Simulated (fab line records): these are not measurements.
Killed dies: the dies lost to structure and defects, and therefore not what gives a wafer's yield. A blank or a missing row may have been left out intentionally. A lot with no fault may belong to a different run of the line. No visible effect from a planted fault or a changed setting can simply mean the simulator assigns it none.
A struck lot beside a sound one	flow berkeley_cmos170	15 steps out of a route of 331
Sound: these wafers, L317.4, L317.5, L317.6. Struck: wafers L326.1, L326.2, L326.3. At the end, the cause is stated.
Per side, at each step with rows, come the tool, then ch with its chambers, and then its first start. Under that, the readings that differ: sound wafers	struck wafers	difference of the means	sigmas: that difference in standard deviations of wafers without a fault.
alike: same words and numbers on both sides, and readings whose means sit less than 2 such deviations apart. not compared: any withheld reading, any reading some wafer has no value for, any bound like >300 that may hide the same value, and any number with overlapping values for which the record gives no deviation.
A row with sigmas, a row that says differs or no value, or rows on one side alone: a step with any of these is where the two part. Numbers that have no deviation but don't overlap get no sigmas and don't part them. A reading missing from all wafers of one side parts the sides only when that side holds two or more wafers.

first, 5 steps without rows for these wafers: UCB170_CONTACT_COAT_10 (resist thk 900 nm); UCB170_CONTACT_SOFTBAKE_11 (time 60 s); UCB170_CONTACT_EXPOSE_12 (exposes mask CONT, target cd 700 nm); UCB170_CONTACT_PEB_13; UCB170_CONTACT_DEVELOP_14 (develop time 45 s).
UCB170_CONTACT_CD_MEAS_15 targets a cd of 700 nm.
  sound on cd_sem-01 at day 9 18:05; struck on cd_sem-01 at day 12 01:30
  alike: cd_nm
UCB170_CONTACT_OVL_MEAS_16:
  sound on overlay-01 at day 9 18:10; struck on overlay-01 at day 12 01:37
  alike: CONTACT_OVL
UCB170_CONTACT_ETCH_17: etches BARC in N2/H2.
  sound on rie_diel-02 ch 2,3, day 9 18:11; struck on rie_diel-01 ch 0,1,2, day 12 01:40
  alike: drypump_motor_current_A, oes_product_au, throttle_valve_pct
UCB170_CONTACT_ETCH_18: etches PSG in CHF3/CF4/Ar, stops on TiSi2, target depth 840 nm, time 195 s.
  sound on rie_diel-02 ch 2,3; struck on rie_diel-01 ch 0,1,2
reading	sound	struck	difference	sigmas
mfc_ar_sccm (sccm)	150.7 150.9 150.5	150.0 149.1 149.8	-1.1	-2
  alike: drypump_motor_current_A, oes_product_au, throttle_valve_pct
  not compared: rf_hours_counter_h
UCB170_CONTACT_STRIP_19: strips in O2.
  sound on plasma_asher-04 ch 0,1, day 9 18:23; struck on plasma_asher-01 ch 0,1, day 12 01:50
  alike: drypump_motor_current_A, oes_product_au
  not compared: rf_hours_counter_h
UCB170_CONTACT_CD_MEAS_90 targets a cd of 700 nm.
  sound on cd_sem-01 at day 9 18:34; struck on cd_sem-01 at day 12 01:56
  alike: cd_nm
then, 1 step without rows for these wafers: UCB170_CONTACT_CLEAN_20 (cleans in SPM, time 600 s).
UCB170_M1_SPUTTER_00: material Al, target thk 600 nm, time 80 s.
  sound on pvd_sputter-02 at day 9 18:49; struck on pvd_sputter-04 at day 12 02:35
  alike: throttle_valve_pct
UCB170_M1_RS_MEAS_01: the measuring method here is four-point-probe.
  sound on film_metro-02 at day 9 18:56; struck on film_metro-02 at day 12 02:57
reading	sound	struck	difference	sigmas
M1_AL_RS (ohm/sq)	0.0487 0.0483 0.0483	0.0240 0.0241 0.0240	-0.0244	-47
UCB170_M3_PROBE_99:
  rows exist in the record for the sound wafers here (prober-01, day 10 14:32), none for the struck ones

== WHERE THEY PART ==
First at UCB170_CONTACT_ETCH_18; last, within this record, at UCB170_M3_PROBE_99.

WHY: what had been put in by the simulator
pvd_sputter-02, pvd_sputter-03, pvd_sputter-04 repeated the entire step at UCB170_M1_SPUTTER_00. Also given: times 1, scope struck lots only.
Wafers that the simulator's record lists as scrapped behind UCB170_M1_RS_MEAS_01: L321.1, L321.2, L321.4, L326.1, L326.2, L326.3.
